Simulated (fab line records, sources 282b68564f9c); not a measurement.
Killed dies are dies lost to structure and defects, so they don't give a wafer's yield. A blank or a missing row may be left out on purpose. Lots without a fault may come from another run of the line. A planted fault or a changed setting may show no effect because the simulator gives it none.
fab line records | flow rit_cmos
record lots=13 wafers=39 last_day=7
route steps=202 shown GATE@97 NLDD@113 PSD@145 SILICIDE@165 M1@202
lots that met no fault: from a run of the same line without faults
start_h: hours from the record's first day to the start of the lot's first wafer shown | wait_h: hours since the lot's step before | " the same as in the row above | L1.1+2: a row that stands for several wafers | - no value, or no start given | * or withheld: withheld | < > ~ a bound
route shown NAME@n: a module of which the file shows steps, and the number in the route of the first | usual: mean/standard deviation of fault-free wafers | same: alike in all rows | chamber/n: place in a boat | sites: the reading at each site | _std_site: their standard deviation | _edge_site: outer sites' mean less inner sites' | radius_mm: how far each site lies from the wafer's centre | mask NAME#n: copy n | behind: the tool/chamber that last shaped the wafer | hold: why the lot was held/for how many hours/how that ended | device: the transistor (n, p or np) that didn't switch | end of line: the same wafers' tests at the end of the route | a step without rows: its recipe alone | killed: dies lost to structure and defects at the first sort, not the wafer's yield | map: a wafer's dies, x killed, . not, _ none there
set.NAME: the setting as run; set.NAME@STEP: as run at that earlier step | model.NAME: the simulator's own value behind a step, which no gauge read
steps of the route over a sample of lots; a table a step, a row a wafer
services: from which hour (start_h, from the record's first day; less than 0 if before it) a tool's chamber was out of use, for how many hours, and why
## steps
# step RIT_GATE_CD_MEAS_90
# recipe target_cd_nm=150
# usual cd_nm=149.9/2.5
# columns lot.wafer tool chamber start_h wait_h cd_nm
L878.4 cd_sem-02 - 39.44 0.1 147.2
L878.5 " - " " 148.8
L878.6 " - " " 146.8
L879.2 cd_sem-01 - 41.50 0.1 151.3
L879.3 " - " " 151.0
L879.4 " - " " 147.6
L881.4 cd_sem-02 - 54.07 0.1 146.0
L881.5 " - " " 149.9
L881.6 " - " " 149.1
L882.4 cd_sem-02 - 57.55 0.1 148.7
L882.5 " - " " 145.9
L882.6 " - " " 148.9
L884.1 cd_sem-01 - 68.62 0.1 148.3
L884.3 " - " " 149.5
L884.6 " - " " 148.4
L886.1 cd_sem-02 - 77.82 0.1 143.4
L886.4 " - " " 144.0
L886.6 " - " " 144.7
L887.2 cd_sem-01 - 82.48 0.1 153.5
L887.5 " - " " 151.0
L887.6 " - " " 153.7
L896.2 cd_sem-02 - 128.37 0.1 145.0
L896.4 " - " " 147.4
L896.5 " - " " 147.8
L897.3 cd_sem-01 - 135.93 0.1 151.2
L897.4 " - " " 148.7
L897.5 " - " " 150.1
L898.1 cd_sem-01 - 138.56 0.1 149.6
L898.2 " - " " 151.0
L898.3 " - " " 151.7
L899.2 cd_sem-02 - 143.04 0.1 149.3
L899.4 " - " " 150.7
L899.5 " - " " 148.1
L900.3 cd_sem-01 - 147.85 0.1 150.9
L900.4 " - " " 152.4
L900.5 " - " " 152.1
L901.3 cd_sem-01 - 152.18 0.1 154.5
L901.4 " - " " 153.5
L901.6 " - " " 153.0
# step RIT_NLDD_TW_MEAS_10
# usual NLDD_TW=2493/16
# columns lot.wafer tool chamber start_h wait_h NLDD_TW
L878.4 film_metro-02 - 43.86 0.1 2492
L878.5 " - " " 2490
L878.6 " - " " 2503
L879.2 film_metro-03 - 47.18 0.1 2495
L879.3 " - " " 2516
L879.4 " - " " 2495
L881.4 film_metro-02 - 58.66 0.1 2515
L881.5 " - " " 2504
L881.6 " - " " 2523
L882.4 film_metro-02 - 61.98 0.1 2496
L882.5 " - " " 2502
L882.6 " - " " 2507
L884.1 film_metro-03 - 73.08 0.1 2490
L884.3 " - " " 2500
L884.6 " - " " 2487
L886.1 film_metro-01 - 83.21 0.1 2468
L886.4 " - " " 2458
L886.6 " - " " 2467
L887.2 film_metro-01 - 86.92 0.1 2467
L887.5 " - " " 2474
L887.6 " - " " 2467
L896.2 film_metro-02 - 132.82 0.1 2489
L896.4 " - " " 2501
L896.5 " - " " 2505
L897.3 film_metro-01 - 141.11 0.1 2500
L897.4 " - " " 2488
L897.5 " - " " 2490
L898.1 film_metro-01 - 143.40 0.1 2496
L898.2 " - " " 2487
L898.3 " - " " 2481
L899.2 film_metro-03 - 147.54 0.1 2514
L899.4 " - " " 2497
L899.5 " - " " 2499
L900.3 film_metro-02 - 152.84 0.1 2505
L900.4 " - " " 2509
L900.5 " - " " 2510
L901.3 film_metro-03 - 156.74 0.1 2503
L901.4 " - " " 2500
L901.6 " - " " 2508
# step RIT_PSD_EXPOSE_03
# recipe mask_id=M10 na=0.57 target_cd_nm=40900 dose_mj=250
# usual focus_offset_nm=0.0/0.59
# columns lot.wafer tool chamber start_h wait_h mask focus_offset_nm
L878.4 iline_stepper-01 0 50.22 0.1 M10#0 -0.6
L878.5 " 0 " " M10#0 -0.2
L878.6 " 0 " " M10#0 0.2
L879.2 iline_stepper-02 0 53.31 0.2 M10#0 0.1
L879.3 " 0 " " M10#0 -1.1
L879.4 " 0 " " M10#0 0.5
L881.4 iline_stepper-01 0 64.98 0.2 M10#0 1.0
L881.5 " 0 " " M10#0 -0.3
L881.6 " 0 " " M10#0 0.2
L882.4 iline_stepper-02 0 68.26 0.2 M10#0 -0.6
L882.5 " 0 " " M10#0 -0.7
L882.6 " 0 " " M10#0 -0.1
L884.1 iline_stepper-01 0 80.37 0.2 M10#0 0.6
L884.3 " 0 " " M10#0 -0.4
L884.6 " 0 " " M10#0 0.1
L886.1 iline_stepper-02 0 89.37 0.2 M10#0 -0.6
L886.4 " 0 " " M10#0 0.3
L886.6 " 0 " " M10#0 0.4
L887.2 iline_stepper-02 0 93.08 0.1 M10_R1#0 0.5
L887.5 " 0 " " M10_R1#0 0.8
L887.6 " 0 " " M10_R1#0 0.6
L896.2 iline_stepper-02 0 138.92 0.2 M10#0 0.7
L896.4 " 0 " " M10#0 0.4
L896.5 " 0 " " M10#0 0.7
L897.3 iline_stepper-02 0 147.10 0.1 M10#0 0.6
L897.4 " 0 " " M10#0 0.3
L897.5 " 0 " " M10#0 0.8
L898.1 iline_stepper-02 0 149.37 0.1 M10#0 -0.6
L898.2 " 0 " " M10#0 0.6
L898.3 " 0 " " M10#0 -0.2
L899.2 iline_stepper-01 0 153.52 0.2 M10#0 0.6
L899.4 " 0 " " M10#0 -0.3
L899.5 " 0 " " M10#0 -0.5
L900.3 iline_stepper-02 0 158.83 0.2 M10#0 -0.8
L900.4 " 0 " " M10#0 -0.3
L900.5 " 0 " " M10#0 0.3
L901.3 iline_stepper-01 0 162.73 0.2 M10#0 0.2
L901.4 " 0 " " M10#0 1.0
L901.6 " 0 " " M10#0 0.3
# step RIT_SILICIDE_RTA_04
# recipe temp_c=650 time_s=10 idle_temp_c=25 ramp_up_s=5 ramp_down_s=5 cool_to_c=25 ambient=N2
# usual wafer_temp_C_max=652.3/0.56
# columns lot.wafer tool chamber start_h wait_h wafer_temp_C_max
L878.4 rtp_anneal-02 0 52.70 0.1 651.9
L878.5 " 0 " " 653.4
L878.6 " 0 " " 652.4
L879.2 rtp_anneal-01 0 55.53 0.1 651.5
L879.3 " 0 " " 652.0
L879.4 " 0 " " 652.2
L881.4 rtp_anneal-01 0 67.19 0.1 651.9
L881.5 " 0 " " 652.4
L881.6 " 0 " " 651.7
L882.4 rtp_anneal-02 0 70.47 0.1 653.2
L882.5 " 0 " " 652.2
L882.6 " 0 " " 651.7
L884.1 rtp_anneal-02 0 82.68 0.1 652.1
L884.3 " 0 " " 652.0
L884.6 " 0 " " 652.6
L886.1 rtp_anneal-02 0 91.62 0.1 652.3
L886.4 " 0 " " 652.5
L886.6 " 0 " " 652.5
L887.2 rtp_anneal-01 0 95.34 0.1 651.5
L887.5 " 0 " " 651.8
L887.6 " 0 " " 652.0
L896.2 rtp_anneal-02 0 141.13 0.1 652.5
L896.4 " 0 " " 651.8
L896.5 " 0 " " 652.5
L897.3 rtp_anneal-01 0 149.31 0.1 652.0
L897.4 " 0 " " 651.6
L897.5 " 0 " " 651.7
L898.1 rtp_anneal-02 0 151.61 0.1 651.8
L898.2 " 0 " " 652.2
L898.3 " 0 " " 651.9
L899.2 rtp_anneal-01 0 155.73 0.1 652.1
L899.4 " 0 " " 652.4
L899.5 " 0 " " 652.8
L900.3 rtp_anneal-02 0 161.03 0.1 651.8
L900.4 " 0 " " 651.9
L900.5 " 0 " " 652.8
L901.3 rtp_anneal-01 0 164.94 0.1 652.3
L901.4 " 0 " " 651.8
L901.6 " 0 " " 651.7
# step RIT_M1_PROBE_99
# usual killed_at_M0_to_M3=0.0/0.14 killed_at_contacts=0.1/0.23 killed_at_front_end=7.3/2.9 killed_dies=7.3/3 killed_on_rim=1.9/1.5 killed_open=3.6/1.8 killed_short=3.7/2.1
# same gross_dies=264 killed_at_M4_up=0 killed_at_back_side=0 killed_at_other=0
# columns lot.wafer tool chamber start_h wait_h killed_at_M0_to_M3 killed_at_contacts killed_at_front_end killed_dies killed_on_rim killed_open killed_short
L878.4 prober-02 - 59.71 0.2 0 0 5 5 0 4 1
L878.5 prober-02 - 59.76 0.2 0 0 12 12 0 5 7
L878.6 prober-02 - 59.81 0.2 0 1 9 10 0 6 4
L879.2 prober-01 - 62.32 0.1 0 0 6 6 1 3 3
L879.3 prober-01 - 62.37 0.2 0 0 9 9 1 3 6
L879.4 prober-01 - 62.42 0.2 0 0 5 5 1 3 2
L881.4 prober-01 - 73.86 0.2 0 0 9 9 0 5 4
L881.5 prober-01 - 73.91 0.2 0 1 6 7 3 5 2
L881.6 prober-01 - 73.96 0.2 0 0 3 3 0 1 2
L882.4 prober-02 - 77.29 0.2 0 0 7 7 1 5 1
L882.5 prober-02 - 77.34 0.2 0 0 12 12 2 4 6
L882.6 prober-02 - 77.39 0.2 0 0 8 8 2 4 3
L884.1 prober-02 - 89.53 0.1 0 0 4 4 1 2 2
L884.3 prober-02 - 89.63 0.2 0 0 5 5 3 4 1
L884.6 prober-02 - 89.78 0.2 0 0 10 10 0 4 6
L886.1 prober-02 - 98.44 0.1 0 0 5 5 1 3 2
L886.4 prober-02 - 98.59 0.2 0 0 11 11 3 6 5
L886.6 prober-02 - 98.69 0.2 1 0 8 9 1 4 5
L887.2 prober-01 - 102.17 0.1 0 0 5 5 1 4 1
L887.5 prober-01 - 102.32 0.2 0 0 9 9 1 3 6
L887.6 prober-01 - 102.37 0.2 0 0 5 5 2 2 3
L896.2 prober-02 - 148.76 0.1 0 0 5 5 2 2 3
L896.4 prober-02 - 148.86 0.2 0 0 9 9 4 2 7
L896.5 prober-02 - 148.91 0.2 0 0 12 12 5 6 6
L897.3 prober-01 - 155.80 0.2 0 0 8 8 2 2 6
L897.4 prober-01 - 155.85 0.2 1 0 7 8 1 4 4
L897.5 prober-01 - 155.90 0.2 0 0 7 7 3 4 3
L898.1 prober-02 - 158.18 0.1 0 0 8 8 2 4 4
L898.2 prober-02 - 158.23 0.1 0 0 6 6 0 3 3
L898.3 prober-02 - 158.28 0.2 0 0 8 8 1 4 4
L899.2 prober-01 - 162.40 0.1 0 0 4 4 1 2 2
L899.4 prober-01 - 162.50 0.2 0 0 9 9 3 3 6
L899.5 prober-01 - 162.55 0.2 0 0 7 7 1 7 0
L900.3 prober-02 - 168.73 0.2 0 0 9 9 1 4 5
L900.4 prober-02 - 168.78 0.2 0 0 8 8 2 5 3
L900.5 prober-02 - 168.83 0.2 0 1 8 9 0 4 4
L901.3 prober-01 - 171.88 0.2 0 0 13 13 6 6 5
L901.4 prober-01 - 171.93 0.2 0 0 8 8 4 7 1
L901.6 prober-01 - 172.03 0.2 0 0 5 5 1 2 3
# killed by level:class
L878.4 GATE:geometric_particle:open=3 GATE:geometric_particle:short=1 SPACER:geometric_particle:open=1
L878.5 GATE:geometric_particle:short=4 FOX1:geometric_particle:short=2 GATE:geometric_particle:open=2 FOX1:geometric_particle:open=1 REOX:geometric_particle:short=1 SPACER:geometric_particle:open=1 SILICIDE:geometric_particle:open=1
L878.6 GATE:geometric_particle:open=4 GATE:geometric_particle:short=3 FOX2:geometric_particle:short=1 REOX:geometric_particle:open=1 CONTACT:geometric_particle:open=1
L879.2 FOX1:geometric_particle:short=2 GATE:geometric_particle:open=1 REOX:geometric_particle:open=1 SPACER:geometric_particle:short=1 SILICIDE:geometric_particle:open=1
L879.3 SPACER:geometric_particle:short=3 GATE:geometric_particle:short=2 FOX1:geometric_particle:open=1 FOX2:geometric_particle:open=1 GATE:geometric_particle:open=1 SILICIDE:geometric_particle:short=1
L879.4 GATE:geometric_particle:short=1 GATE:geometric_particle:open=1 REOX:geometric_particle:open=1 REOX:geometric_particle:short=1 SILICIDE:geometric_particle:open=1
L881.4 FOX1:geometric_particle:open=3 REOX:geometric_particle:short=2 GATE:geometric_particle:short=1 REOX:geometric_particle:open=1 SILICIDE:geometric_particle:short=1 SILICIDE:geometric_particle:open=1
L881.5 FOX1:geometric_particle:open=1 FOX2:geometric_particle:open=1 GATE:geometric_particle:open=1 GATE:geometric_particle:short=1 SPACER:geometric_particle:open=1 SPACER:geometric_particle:short=1 CONTACT:geometric_particle:open=1
L881.6 GATE:geometric_particle:open=1 GATE:geometric_particle:short=1 SPACER:geometric_particle:short=1
L882.4 GATE:geometric_particle:open=2 FOX1:geometric_particle:short=1 FOX1:geometric_particle:open=1 REOX:geometric_particle:open=1 SPACER:geometric_particle:open=1 PWELL:coat_microbubble_printed=1
L882.5 GATE:geometric_particle:short=3 FOX1:geometric_particle:open=2 SPACER:geometric_particle:short=2 PWELL:coat_microbubble_printed=2 FOX1:geometric_particle:short=1 GATE:geometric_particle:open=1 SPACER:geometric_particle:open=1
L882.6 GATE:geometric_particle:open=3 FOX1:geometric_particle:short=2 REOX:geometric_particle:short=1 REOX:geometric_particle:open=1 PWELL:coat_microbubble_printed=1
L884.1 FOX1:geometric_particle:short=2 GATE:geometric_particle:open=2
L884.3 FOX1:geometric_particle:open=2 FOX2:geometric_particle:open=1 GATE:geometric_particle:open=1 SPACER:geometric_particle:short=1
L884.6 GATE:geometric_particle:short=2 SPACER:geometric_particle:short=2 SILICIDE:geometric_particle:short=2 GATE:geometric_particle:open=1 REOX:geometric_particle:open=1 SPACER:geometric_particle:open=1 SILICIDE:geometric_particle:open=1
L886.1 FOX1:geometric_particle:open=1 FOX1:geometric_particle:short=1 GATE:geometric_particle:short=1 GATE:geometric_particle:open=1 SPACER:geometric_particle:open=1
L886.4 GATE:geometric_particle:open=3 GATE:geometric_particle:short=3 FOX1:geometric_particle:open=2 FOX1:geometric_particle:short=1 REOX:geometric_particle:short=1 SILICIDE:geometric_particle:open=1
L886.6 GATE:geometric_particle:open=3 GATE:geometric_particle:short=2 REOX:geometric_particle:short=2 FOX1:geometric_particle:open=1 M1:geometric_particle:short=1
L887.2 GATE:geometric_particle:open=3 GATE:geometric_particle:short=1 REOX:geometric_particle:open=1
L887.5 GATE:geometric_particle:short=2 SPACER:geometric_particle:short=2 FOX1:geometric_particle:short=1 FOX2:geometric_particle:open=1 GATE:geometric_particle:open=1 SILICIDE:geometric_particle:open=1 SILICIDE:geometric_particle:short=1
L887.6 GATE:geometric_particle:short=2 FOX1:geometric_particle:short=1 FOX1:geometric_particle:open=1 REOX:geometric_particle:open=1
L896.2 FOX1:geometric_particle:open=1 FOX1:geometric_particle:short=1 GATE:geometric_particle:open=1 REOX:geometric_particle:short=1 SILICIDE:geometric_particle:short=1
L896.4 GATE:geometric_particle:short=3 FOX1:geometric_particle:short=2 FOX2:geometric_particle:short=1 FOX2:geometric_particle:open=1 GATE:geometric_particle:open=1 REOX:geometric_particle:short=1
L896.5 GATE:geometric_particle:short=3 GATE:geometric_particle:open=3 FOX1:geometric_particle:open=1 FOX1:geometric_particle:short=1 REOX:geometric_particle:open=1 SPACER:geometric_particle:open=1 SPACER:geometric_particle:short=1 SILICIDE:geometric_particle:short=1
L897.3 SPACER:geometric_particle:short=4 FOX1:geometric_particle:short=1 FOX1:geometric_particle:open=1 GATE:geometric_particle:short=1 GATE:geometric_particle:open=1
L897.4 GATE:geometric_particle:open=2 SPACER:geometric_particle:short=2 FOX1:geometric_particle:open=1 FOX2:geometric_particle:short=1 REOX:geometric_particle:open=1 M1:geometric_particle:short=1
L897.5 GATE:geometric_particle:short=2 GATE:geometric_particle:open=2 FOX1:geometric_particle:short=1 REOX:geometric_particle:open=1 SPACER:geometric_particle:open=1
L898.1 GATE:geometric_particle:open=3 FOX2:geometric_particle:short=2 GATE:geometric_particle:short=2 SILICIDE:geometric_particle:open=1
L898.2 GATE:geometric_particle:open=2 SPACER:geometric_particle:short=2 FOX2:geometric_particle:open=1 REOX:geometric_particle:short=1
L898.3 GATE:geometric_particle:open=2 GATE:geometric_particle:short=1 FOX1:geometric_particle:open=1 FOX1:geometric_particle:short=1 SILICIDE:geometric_particle:short=1 SPACER:geometric_particle:short=1 SILICIDE:geometric_particle:open=1
L899.2 GATE:geometric_particle:short=1 GATE:geometric_particle:open=1 REOX:geometric_particle:short=1 SPACER:geometric_particle:open=1
L899.4 GATE:geometric_particle:short=2 SILICIDE:geometric_particle:short=2 SILICIDE:geometric_particle:open=2 FOX1:geometric_particle:short=1 FOX2:geometric_particle:short=1 REOX:geometric_particle:open=1
L899.5 FOX1:geometric_particle:open=2 REOX:geometric_particle:open=2 SILICIDE:geometric_particle:open=2 FOX2:geometric_particle:open=1
L900.3 GATE:geometric_particle:open=3 REOX:geometric_particle:short=2 FOX1:geometric_particle:short=1 FOX2:geometric_particle:short=1 GATE:geometric_particle:short=1 SPACER:geometric_particle:open=1
L900.4 GATE:geometric_particle:open=3 SPACER:geometric_particle:short=2 SPACER:geometric_particle:open=2 GATE:geometric_particle:short=1
L900.5 GATE:geometric_particle:short=2 FOX2:geometric_particle:short=1 FOX2:geometric_particle:open=1 GATE:geometric_particle:open=1 SPACER:geometric_particle:open=1 SILICIDE:geometric_particle:short=1 SILICIDE:geometric_particle:open=1 CONTACT:coat_microbubble_printed=1
L901.3 GATE:geometric_particle:open=4 GATE:geometric_particle:short=4 NLDD:coat_microbubble_printed=2 FOX2:geometric_particle:open=1 REOX:geometric_particle:short=1 REOX:geometric_particle:open=1
L901.4 GATE:geometric_particle:open=4 FOX1:geometric_particle:short=1 FOX2:geometric_particle:open=1 REOX:geometric_particle:open=1 SPACER:geometric_particle:open=1
L901.6 GATE:geometric_particle:short=2 GATE:geometric_particle:open=2 REOX:geometric_particle:short=1
## services
# columns tool chamber start_h hours kind
iline_stepper-02 0 34.41 - calibration
iline_stepper-02 - 70.30 1.7 pm
iline_stepper-01 0 77.58 - calibration
iline_stepper-02 - 109.03 2.4 repair
iline_stepper-02 - 127.35 - consumable_replace:lamp
iline_stepper-01 - 148.07 1.7 pm
## key
first_sign step=RIT_PSD_EXPOSE_03 reading=mask direction=changed
effect none on later readings
met_at RIT_PSD_EXPOSE_03
struck_lots L887
tester_left_out L887
not_acting_at RIT_GATE_CD_MEAS_90,RIT_NLDD_TW_MEAS_10,RIT_SILICIDE_RTA_04
onset_between 89.37 93.08
fault kind=wrong_mask tool=any chamber=- onset_h=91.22 steps=RIT_PSD_EXPOSE_03 aux_copy=M10_R1#0 cd_offset_nm=-350 scope=struck_lots_only
# tester_left_out: of these lots the tester's yield and bins aren't shown, on N5 and GAA mostly nor the transistor test; their killed dies are dies lost to structure and defects alone, not to doping, threshold or leakage, so they don't give the yield
